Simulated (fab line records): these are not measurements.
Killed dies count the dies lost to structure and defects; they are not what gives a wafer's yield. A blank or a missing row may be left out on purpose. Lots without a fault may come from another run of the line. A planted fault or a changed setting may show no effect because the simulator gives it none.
fab line records	flow berkeley_cmos170	part 1 of 2: steps 1 to 31 of 43
record lots=5	wafers=15	last_day=11
route steps=331 shown GATE@144 PLDD@145 NLDD@158 SPACER@171 PSD@175
lots with no fault: from the same line, run without faults
start_h: hours from the record's first day to the start of the lot's first wafer shown	wait_h: hours elapsed since this lot's preceding step	" the same as in the row above	L1.1+2: several wafers, shown together as one row	- no value present, or no start provided	* or withheld: withheld	< > ~ a bound
route shown NAME@n: a module of which the file shows steps, and the number in the route of the first	usual: mean/standard deviation of fault-free wafers	same: alike in all rows	chamber/n: place in a boat	sites: the reading at each site	_std_site: standard deviation across them	_edge_site: inner sites' mean taken away from outer sites' mean	radius_mm: how far each site lies from the wafer's centre	mask NAME#n: copy n	behind: the tool/chamber that last shaped the wafer	hold: cause of the lot's hold/its duration in hours/its outcome	device: the n, p or np transistor that did not switch	end of line: the tests these same wafers got at the end of their route	a step given without rows: its recipe and nothing more	killed: at the first sort, the dies lost to defects and structure; wafer yield is something else	map: a wafer's dies, marking killed ones x, the rest . and places with no die _
set.NAME: the setting as run; set.NAME@STEP: as run at that earlier step	model.NAME: the simulator's own value behind a step, which no gauge read
a table for each step, a row for each wafer; lots at some steps of the route
services: when a tool's chamber went out of use (start_h, in hours from the record's first day, below 0 if earlier), for how many hours, and the reason
## steps
# step UCB170_GATE_CLEAN_17
# recipe chemistry=SPM	temp_c=120	time_s=600
lot.wafer	tool	chamber	start_h	wait_h
L076.1+3+4	wet_bench-03	0	151.87	0.1
L079.3+4+6	wet_bench-03	2	165.94	0.1
L083.4+5+6	wet_bench-03	3	182.12	0.3
L086.1+4+5	wet_bench-03	0	214.35	0.1
L088.2+4+5	wet_bench-03	1	214.59	0.1
# step UCB170_PLDD_HMDS_00
# recipe prime_time_s=60	prime_temp_c=100
# usual prime_temp_c=99.99/0.13
lot.wafer	tool	chamber	start_h	wait_h	prime_temp_c
L076.1	litho_track-03	0	152.44	0.4	99.93
L076.3	"	0	"	"	99.94
L076.4	"	0	"	"	99.94
L079.3	litho_track-01	0	166.16	0.1	100.04
L079.4	"	0	"	"	100.03
L079.6	"	0	"	"	99.82
L083.4	litho_track-03	0	182.55	0.3	99.97
L083.5	"	0	"	"	100.13
L083.6	"	0	"	"	100.02
L086.1	litho_track-03	0	214.53	0.0	99.85
L086.4	"	0	"	"	99.86
L086.5	"	0	"	"	99.88
L088.2	litho_track-02	0	214.79	0.0	99.93
L088.4	"	0	"	"	100.13
L088.5	"	0	"	"	100.17
# step UCB170_PLDD_COAT_01
# recipe resist=KrF	spin_rpm=1500	resist_thk_nm=900
lot.wafer	tool	chamber	start_h	wait_h
L076.1+3+4	litho_track-03	0	152.59	0.1
L079.3+4+6	litho_track-01	0	166.31	0.1
L083.4+5+6	litho_track-03	0	182.70	0.1
L086.1+4+5	litho_track-03	0	214.68	0.1
L088.2+4+5	litho_track-02	0	214.94	0.1
# step UCB170_PLDD_SOFTBAKE_02
# recipe resist=KrF	temp_c=130	time_s=60
lot.wafer	tool	chamber	start_h	wait_h
L076.1+3+4	litho_track-03	0	152.74	0.1
L079.3+4+6	litho_track-01	0	166.46	0.1
L083.4+5+6	litho_track-03	0	182.85	0.1
L086.1+4+5	litho_track-03	0	214.83	0.1
L088.2+4+5	litho_track-02	0	215.09	0.1
# step UCB170_PLDD_EXPOSE_03
# recipe mask_id=PSELECT	na=0.5	sigma_outer=0.6	source_shape=conventional	target_cd_nm=1200	dose_mj=30
# usual exposure_dose_mJ_cm2=30.002/0.026
lot.wafer	tool	chamber	start_h	wait_h	mask	exposure_dose_mJ_cm2
L076.1	krf_scanner-01	0	153.02	0.2	PSELECT#0	29.987
L076.3	"	0	"	"	PSELECT#0	30.040
L076.4	"	0	"	"	PSELECT#0	29.993
L079.3	krf_scanner-02	0	166.72	0.2	PSELECT#0	30.008
L079.4	"	0	"	"	PSELECT#0	29.994
L079.6	"	0	"	"	PSELECT#0	29.990
L083.4	krf_scanner-01	0	183.14	0.3	PSELECT#0	30.000
L083.5	"	0	"	"	PSELECT#0	30.007
L083.6	"	0	"	"	PSELECT#0	30.055
L086.1	krf_scanner-01	0	215.10	0.2	PSELECT#0	30.025
L086.4	"	0	"	"	PSELECT#0	30.014
L086.5	"	0	"	"	PSELECT#0	29.985
L088.2	krf_scanner-02	0	215.48	0.4	PSELECT#0	30.011
L088.4	"	0	"	"	PSELECT#0	30.002
L088.5	"	0	"	"	PSELECT#0	29.950
# step UCB170_PLDD_PEB_04
# recipe peb_temp_c=130	peb_time_s=withheld	resist=KrF
lot.wafer	tool	chamber	start_h	wait_h
L076.1+3+4	litho_track-01	0	153.28	0.2
L079.3+4+6	litho_track-02	0	166.85	0.1
L083.4+5+6	litho_track-01	0	183.28	0.1
L086.1+4+5	litho_track-02	0	215.22	0.1
L088.2+4+5	litho_track-03	0	215.60	0.1
# step UCB170_PLDD_DEVELOP_05
# recipe developer=TMAH	develop_time_s=45	resist=KrF	dev_temp_c=21
# usual developer_temp_C=21.02/0.1
lot.wafer	tool	chamber	start_h	wait_h	developer_temp_C
L076.1	litho_track-01	0	-	-	20.96
L076.3	"	0	"	"	20.84
L076.4	"	0	"	"	20.91
L079.3	litho_track-02	0	-	-	20.85
L079.4	"	0	"	"	20.82
L079.6	"	0	"	"	20.99
L083.4	litho_track-01	0	-	-	20.97
L083.5	"	0	"	"	21.01
L083.6	"	0	"	"	21.16
L086.1	litho_track-02	0	-	-	21.16
L086.4	"	0	"	"	21.13
L086.5	"	0	"	"	21.00
L088.2	litho_track-03	0	-	-	21.06
L088.4	"	0	"	"	21.10
L088.5	"	0	"	"	21.20
# step UCB170_PLDD_CD_MEAS_06
# recipe target_cd_nm=1200
# usual cd_nm=1200.1/1.5
lot.wafer	tool	chamber	start_h	wait_h	cd_nm
L076.1	cd_sem-01	-	153.63	-	1201.3
L076.3	"	-	"	"	1200.0
L076.4	"	-	"	"	1201.8
L079.3	cd_sem-02	-	167.12	-	1198.5
L079.4	"	-	"	"	1198.7
L079.6	"	-	"	"	1197.8
L083.4	cd_sem-01	-	183.54	-	1202.3
L083.5	"	-	"	"	1202.5
L083.6	"	-	"	"	1202.4
L086.1	cd_sem-02	-	215.50	-	1200.7
L086.4	"	-	"	"	1200.8
L086.5	"	-	"	"	1201.7
L088.2	cd_sem-02	-	215.87	-	1201.6
L088.4	"	-	"	"	1202.2
L088.5	"	-	"	"	1202.3
# step UCB170_PLDD_OVL_MEAS_07
# usual PLDD_OVL=2/5.5
lot.wafer	tool	chamber	start_h	wait_h	PLDD_OVL[nm]
L076.1	overlay-01	-	153.75	0.1	-2
L076.3	"	-	"	"	2
L076.4	"	-	"	"	-2
L079.3	overlay-01	-	167.21	0.1	12
L079.4	"	-	"	"	16
L079.6	"	-	"	"	6
L083.4	overlay-01	-	183.62	0.1	1
L083.5	"	-	"	"	5
L083.6	"	-	"	"	7
L086.1	overlay-01	-	215.62	0.1	1
L086.4	"	-	"	"	-4
L086.5	"	-	"	"	4
L088.2	overlay-01	-	215.98	0.1	5
L088.4	"	-	"	"	9
L088.5	"	-	"	"	7
# step UCB170_PLDD_IMPLANT_08
# recipe species=BF2	dose_cm2=5e+13	energy_kev=10	tilt_deg=7	rotation_deg=0
lot.wafer	tool	chamber	start_h	wait_h
L076.1+3+4	implanter-04	0	153.78	0.0
L079.3+4+6	implanter-04	0	167.28	0.1
L083.4+5+6	implanter-01	0	183.71	0.1
L086.1+4+5	implanter-03	0	215.65	0.0
L088.2+4+5	implanter-01	0	216.03	0.0
# step UCB170_PLDD_IMPLANT_09
# recipe species=BF2	dose_cm2=5e+13	energy_kev=10	tilt_deg=7	rotation_deg=180
lot.wafer	tool	chamber	start_h	wait_h
L076.1+3+4	implanter-04	0	153.93	0.1
L079.3+4+6	implanter-04	0	167.43	0.1
L083.4+5+6	implanter-01	0	183.86	0.1
L086.1+4+5	implanter-03	0	215.80	0.1
L088.2+4+5	implanter-01	0	216.18	0.1
# step UCB170_PLDD_STRIP_10
# recipe chemistry=O2	power_w=400	pressure_mtorr=3500	platen_temp_c=withheld	o2_flow_sccm=400	overash_fraction=0.5
# usual drypump_motor_current_A=5.7/0.62	oes_product_au=0.734/0.0046	strip_time_to_endpoint_s=21.62/0.052
lot.wafer	tool	chamber	start_h	wait_h	drypump_motor_current_A	oes_product_au	rf_hours_counter_h	strip_time_to_endpoint_s
L076.1	plasma_asher-02	0	154.08	0.1	5.1	0.731	43	21.59
L076.3	"	1	"	"	6.0	0.731	-	21.53
L076.4	"	0	"	"	5.1	0.729	-	21.56
L079.3	plasma_asher-01	1	167.57	0.1	5.5	0.735	-	21.62
L079.4	"	0	"	"	6.6	0.724	-	21.66
L079.6	"	1	"	"	5.5	0.731	-	21.59
L083.4	plasma_asher-02	0	183.97	0.1	5.1	0.731	-	21.66
L083.5	"	0	"	"	5.1	0.740	-	21.71
L083.6	"	1	"	"	6.0	0.736	-	21.70
L086.1	plasma_asher-01	0	215.95	0.1	6.6	0.726	45	21.73
L086.4	"	1	"	"	5.5	0.729	-	21.60
L086.5	"	0	"	"	6.6	0.737	-	21.71
L088.2	plasma_asher-02	0	216.31	0.1	5.1	0.741	50	21.63
L088.4	"	1	"	"	6.0	0.732	-	21.65
L088.5	"	1	"	"	6.0	0.731	-	21.65
# step UCB170_PLDD_TW_MEAS_11
# usual PLDD_TW=1004/11
lot.wafer	tool	chamber	start_h	wait_h	PLDD_TW
L076.1	film_metro-04	-	154.18	0.1	1014
L076.3	"	-	"	"	1013
L076.4	"	-	"	"	1012
L079.3	film_metro-04	-	167.65	0.1	1014
L079.4	"	-	"	"	1013
L079.6	"	-	"	"	1010
L083.4	film_metro-04	-	184.06	0.1	1007
L083.5	"	-	"	"	1004
L083.6	"	-	"	"	1006
L086.1	film_metro-04	-	216.05	0.1	1014
L086.4	"	-	"	"	1014
L086.5	"	-	"	"	1019
L088.2	film_metro-01	-	216.42	0.1	1005
L088.4	"	-	"	"	1004
L088.5	"	-	"	"	1003
# step UCB170_PLDD_CLEAN_12
# recipe chemistry=SPM	temp_c=120	time_s=600
lot.wafer	tool	chamber	start_h	wait_h
L076.1+3+4	wet_bench-03	1	154.24	0.1
L079.3+4+6	wet_bench-02	2	167.69	0.0
L083.4+5+6	wet_bench-02	0	184.15	0.1
L086.1+4+5	wet_bench-02	3	217.03	1.0
L088.2+4+5	wet_bench-02	3	217.03	0.6
# step UCB170_NLDD_HMDS_00
# recipe prime_time_s=60	prime_temp_c=100
# usual prime_temp_c=100.03/0.14
lot.wafer	tool	chamber	start_h	wait_h	prime_temp_c
L076.1	litho_track-02	0	154.98	0.5	99.89
L076.3	"	0	"	"	99.78
L076.4	"	0	"	"	99.99
L079.3	litho_track-04	0	167.92	0.1	99.92
L079.4	"	0	"	"	100.09
L079.6	"	0	"	"	100.00
L083.4	litho_track-04	0	184.98	0.7	100.06
L083.5	"	0	"	"	99.95
L083.6	"	0	"	"	99.86
L086.1	litho_track-01	0	217.21	0.0	100.05
L086.4	"	0	"	"	100.15
L086.5	"	0	"	"	99.99
L088.2	litho_track-04	0	217.56	0.4	99.93
L088.4	"	0	"	"	100.09
L088.5	"	0	"	"	100.03
# step UCB170_NLDD_COAT_01
# recipe resist=KrF	spin_rpm=1500	resist_thk_nm=900
lot.wafer	tool	chamber	start_h	wait_h
L076.1+3+4	litho_track-02	0	155.13	0.1
L079.3+4+6	litho_track-04	0	168.07	0.1
L083.4+5+6	litho_track-04	0	185.13	0.1
L086.1+4+5	litho_track-01	0	217.36	0.1
L088.2+4+5	litho_track-04	0	217.71	0.1
# step UCB170_NLDD_SOFTBAKE_02
# recipe resist=KrF	temp_c=130	time_s=60
lot.wafer	tool	chamber	start_h	wait_h
L076.1+3+4	litho_track-02	0	155.28	0.1
L079.3+4+6	litho_track-04	0	168.22	0.1
L083.4+5+6	litho_track-04	0	185.28	0.1
L086.1+4+5	litho_track-01	0	217.51	0.1
L088.2+4+5	litho_track-04	0	217.86	0.1
# step UCB170_NLDD_EXPOSE_03
# recipe mask_id=NSELECT	na=0.5	sigma_outer=0.6	source_shape=conventional	target_cd_nm=1200	dose_mj=30
# usual exposure_dose_mJ_cm2=30.000/0.028
lot.wafer	tool	chamber	start_h	wait_h	mask	exposure_dose_mJ_cm2
L076.1	krf_scanner-01	0	155.55	0.2	NSELECT#0	30.026
L076.3	"	0	"	"	NSELECT#0	30.023
L076.4	"	0	"	"	NSELECT#0	30.049
L079.3	krf_scanner-01	0	168.36	0.1	NSELECT#0	30.026
L079.4	"	0	"	"	NSELECT#0	30.000
L079.6	"	0	"	"	NSELECT#0	29.979
L083.4	krf_scanner-02	0	185.41	0.1	NSELECT#0	30.022
L083.5	"	0	"	"	NSELECT#0	29.980
L083.6	"	0	"	"	NSELECT#0	29.996
L086.1	krf_scanner-01	0	217.78	0.2	NSELECT#0	30.046
L086.4	"	0	"	"	NSELECT#0	30.037
L086.5	"	0	"	"	NSELECT#0	29.979
L088.2	krf_scanner-01	0	218.29	0.4	NSELECT#0	30.010
L088.4	"	0	"	"	NSELECT#0	30.042
L088.5	"	0	"	"	NSELECT#0	29.983
# step UCB170_NLDD_PEB_04
# recipe peb_temp_c=130	peb_time_s=withheld	resist=KrF
lot.wafer	tool	chamber	start_h	wait_h
L076.1+3+4	litho_track-04	0	156.09	0.5
L079.3+4+6	litho_track-02	0	168.49	0.1
L083.4+5+6	litho_track-02	0	186.17	0.7
L086.1+4+5	litho_track-04	0	217.99	0.2
L088.2+4+5	litho_track-02	0	218.41	0.1
# step UCB170_NLDD_DEVELOP_05
# recipe developer=TMAH	develop_time_s=45	resist=KrF	dev_temp_c=21
# usual developer_temp_C=21.02/0.1
lot.wafer	tool	chamber	start_h	wait_h	developer_temp_C
L076.1	litho_track-04	0	-	-	21.28
L076.3	"	0	"	"	21.13
L076.4	"	0	"	"	21.13
L079.3	litho_track-02	0	-	-	20.94
L079.4	"	0	"	"	21.00
L079.6	"	0	"	"	20.92
L083.4	litho_track-02	0	-	-	21.08
L083.5	"	0	"	"	21.01
L083.6	"	0	"	"	20.87
L086.1	litho_track-04	0	-	-	20.91
L086.4	"	0	"	"	20.99
L086.5	"	0	"	"	21.10
L088.2	litho_track-02	0	-	-	21.07
L088.4	"	0	"	"	21.18
L088.5	"	0	"	"	21.01
# step UCB170_NLDD_CD_MEAS_06
# recipe target_cd_nm=1200
# usual cd_nm=1200.1/1.5
lot.wafer	tool	chamber	start_h	wait_h	cd_nm
L076.1	cd_sem-01	-	156.37	-	1200.3
L076.3	"	-	"	"	1200.0
L076.4	"	-	"	"	1201.6
L079.3	cd_sem-02	-	168.75	-	1198.2
L079.4	"	-	"	"	1198.2
L079.6	"	-	"	"	1198.2
L083.4	cd_sem-01	-	186.43	-	1198.2
L083.5	"	-	"	"	1200.1
L083.6	"	-	"	"	1197.9
L086.1	cd_sem-01	-	218.26	-	1199.2
L086.4	"	-	"	"	1200.2
L086.5	"	-	"	"	1201.8
L088.2	cd_sem-02	-	218.68	-	1198.7
L088.4	"	-	"	"	1198.6
L088.5	"	-	"	"	1197.9
# step UCB170_NLDD_OVL_MEAS_07
# usual NLDD_OVL=-3/4.7
lot.wafer	tool	chamber	start_h	wait_h	NLDD_OVL[nm]
L076.1	overlay-02	-	156.49	0.1	-2
L076.3	"	-	"	"	-4
L076.4	"	-	"	"	0
L079.3	overlay-01	-	168.84	0.1	2
L079.4	"	-	"	"	-2
L079.6	"	-	"	"	3
L083.4	overlay-01	-	186.51	0.1	-1
L083.5	"	-	"	"	-3
L083.6	"	-	"	"	2
L086.1	overlay-02	-	218.38	0.1	-11
L086.4	"	-	"	"	-9
L086.5	"	-	"	"	-6
L088.2	overlay-02	-	218.78	0.1	-10
L088.4	"	-	"	"	-7
L088.5	"	-	"	"	-4
# step UCB170_NLDD_IMPLANT_08
# recipe species=As	dose_cm2=5e+13	energy_kev=30	tilt_deg=7	rotation_deg=0
lot.wafer	tool	chamber	start_h	wait_h
L076.1+3+4	implanter-02	0	156.52	0.0
L079.3+4+6	implanter-03	0	168.92	0.1
L083.4+5+6	implanter-04	0	186.60	0.1
L086.1+4+5	implanter-04	0	218.42	0.0
L088.2+4+5	implanter-02	0	218.84	0.0
# step UCB170_NLDD_IMPLANT_09
# recipe species=As	dose_cm2=5e+13	energy_kev=30	tilt_deg=7	rotation_deg=180
lot.wafer	tool	chamber	start_h	wait_h
L076.1+3+4	implanter-02	0	156.67	0.1
L079.3+4+6	implanter-03	0	169.07	0.1
L083.4+5+6	implanter-04	0	186.75	0.1
L086.1+4+5	implanter-04	0	218.57	0.1
L088.2+4+5	implanter-02	0	218.99	0.1
# step UCB170_NLDD_STRIP_10
# recipe chemistry=O2	power_w=400	pressure_mtorr=3500	platen_temp_c=withheld	o2_flow_sccm=400	overash_fraction=0.5
# usual drypump_motor_current_A=5.7/0.67	oes_product_au=0.734/0.0045	strip_time_to_endpoint_s=21.58/0.053
lot.wafer	tool	chamber	start_h	wait_h	drypump_motor_current_A	oes_product_au	rf_hours_counter_h	strip_time_to_endpoint_s
L076.1	plasma_asher-04	1	156.82	0.1	4.7	0.729	43	21.60
L076.3	"	0	"	"	6.0	0.737	-	21.60
L076.4	"	1	"	"	4.7	0.732	-	21.54
L079.3	plasma_asher-03	0	169.20	0.1	5.9	0.734	-	21.67
L079.4	"	1	"	"	4.8	0.736	-	21.65
L079.6	"	1	"	"	4.8	0.730	-	21.61
L083.4	plasma_asher-01	0	186.86	0.1	6.5	0.733	-	21.62
L083.5	"	1	"	"	5.5	0.737	-	21.55
L083.6	"	0	"	"	6.5	0.737	-	21.60
L086.1	plasma_asher-03	0	218.72	0.1	5.9	0.740	10	21.57
L086.4	"	1	"	"	4.9	0.731	-	21.53
L086.5	"	1	"	"	4.8	0.730	-	21.55
L088.2	plasma_asher-03	0	219.11	0.1	5.9	0.736	10	21.67
L088.4	"	1	"	"	4.9	0.730	-	21.59
L088.5	"	0	"	"	5.9	0.733	-	21.65
# step UCB170_NLDD_TW_MEAS_11
# usual NLDD_TW=2209/20
lot.wafer	tool	chamber	start_h	wait_h	NLDD_TW
L076.1	film_metro-04	-	156.92	0.1	2227
L076.3	"	-	"	"	2227
L076.4	"	-	"	"	2229
L079.3	film_metro-04	-	169.29	0.1	2224
L079.4	"	-	"	"	2208
L079.6	"	-	"	"	2207
L083.4	film_metro-02	-	186.96	0.1	2191
L083.5	"	-	"	"	2181
L083.6	"	-	"	"	2197
L086.1	film_metro-04	-	218.82	0.1	2231
L086.4	"	-	"	"	2228
L086.5	"	-	"	"	2239
L088.2	film_metro-01	-	219.22	0.1	2218
L088.4	"	-	"	"	2220
L088.5	"	-	"	"	2215
# step UCB170_NLDD_CLEAN_12
# recipe chemistry=SPM	temp_c=120	time_s=600
lot.wafer	tool	chamber	start_h	wait_h
L076.1+3+4	wet_bench-03	2	160.32	3.4
L079.3+4+6	wet_bench-01	2	169.33	0.0
L083.4+5+6	wet_bench-03	3	187.16	0.2
L086.1+4+5	wet_bench-03	0	219.78	1.0
L088.2+4+5	wet_bench-03	0	219.78	0.5
# step UCB170_SPACER_CVD_00
# recipe material=SiO2	target_thk_nm=376	temp_c=390	precursor=TEOS/O2	time_s=47	rf_w=550	pressure_mtorr=9000
# usual heater_power_w=274/50
lot.wafer	tool	chamber	start_h	wait_h	heater_power_w
L076.1	pecvd-02	2	160.50	0.0	240
L076.3	"	0	"	"	254
L076.4	"	2	"	"	250
L079.3	pecvd-03	0	169.50	0.0	216
L079.4	"	1	"	"	290
L079.6	"	2	"	"	372
L083.4	pecvd-03	1	187.35	0.0	323
L083.5	"	0	"	"	240
L083.6	"	2	"	"	294
L086.1	pecvd-01	1	219.97	0.0	186
L086.4	"	1	"	"	204
L086.5	"	2	"	"	274
L088.2	pecvd-01	2	220.01	0.0	273
L088.4	"	1	"	"	230
L088.5	"	2	"	"	279
# step UCB170_SPACER_THK_MEAS_01
# recipe reads=SiO2_of_SPACER_CVD_00
# usual SPACER_TEOS_THK=378/4.6
lot.wafer	tool	chamber	start_h	wait_h	SPACER_TEOS_THK[nm]
L076.1	film_metro-03	-	160.64	0.1	371
L076.3	"	-	"	"	372
L076.4	"	-	"	"	382
L079.3	film_metro-04	-	169.56	0.0	381
L079.4	"	-	"	"	384
L079.6	"	-	"	"	386
L083.4	film_metro-01	-	187.40	0.0	385
L083.5	"	-	"	"	381
L083.6	"	-	"	"	384
L086.1	film_metro-03	-	220.01	0.0	374
L086.4	"	-	"	"	387
L086.5	"	-	"	"	382
L088.2	film_metro-03	-	220.14	0.1	373
L088.4	"	-	"	"	381
L088.5	"	-	"	"	379
# step UCB170_SPACER_ANNEAL_02
# recipe temp_c=900	time_s=1800	ambient=N2
lot.wafer	tool	chamber	start_h	wait_h
L076.1+3+4	furnace-01	0	167.53	6.9
L079.3+4+6	furnace-04	0	173.50	3.9
L083.4+5+6	furnace-04	0	190.95	3.5
L086.1+4+5	furnace-04	0	224.04	4.0
L088.2+4+5	furnace-04	0	224.04	3.9
# step UCB170_SPACER_ETCHBACK_03
# recipe stop_on=Si	target=SiO2	chemistry=CHF3/CF4/Ar	CHF3_flow_sccm=50	cf4_flow_sccm=10	Ar_flow_sccm=120	pressure_mtorr=200	rf_w=500	target_depth_a=3760	time_s=100
# usual drypump_motor_current_A=5.8/0.5	oes_product_au=0.898/0.014	throttle_valve_pct=6.42/0.1
lot.wafer	tool	chamber	start_h	wait_h	drypump_motor_current_A	oes_product_au	rf_hours_counter_h	throttle_valve_pct
L076.1	rie_diel-03	0	169.03	0.0	5.4	0.897	131	6.42
L076.3	"	2	"	"	5.6	0.886	16	6.30
L076.4	"	3	"	"	6.3	0.909	1	6.47
L079.3	rie_diel-03	1	175.00	0.0	6.4	0.901	36	6.36
L079.4	"	2	"	"	5.6	0.904	16	6.30
L079.6	"	0	"	"	5.4	0.924	-	6.41
L083.4	rie_diel-04	2	192.56	0.1	6.0	0.899	-	6.27
L083.5	"	3	"	"	6.0	0.893	-	6.40
L083.6	"	1	"	"	5.0	0.918	-	6.57
L086.1	rie_diel-04	3	225.54	0.0	6.0	0.886	136	6.40
L086.4	"	2	"	"	5.9	0.909	108	6.29
L086.5	"	1	"	"	5.0	0.907	-	6.57
L088.2	rie_diel-03	3	225.54	0.0	6.3	0.878	5	6.48
L088.4	"	2	"	"	5.6	0.904	19	6.31
L088.5	"	3	"	"	6.3	0.899	-	6.45
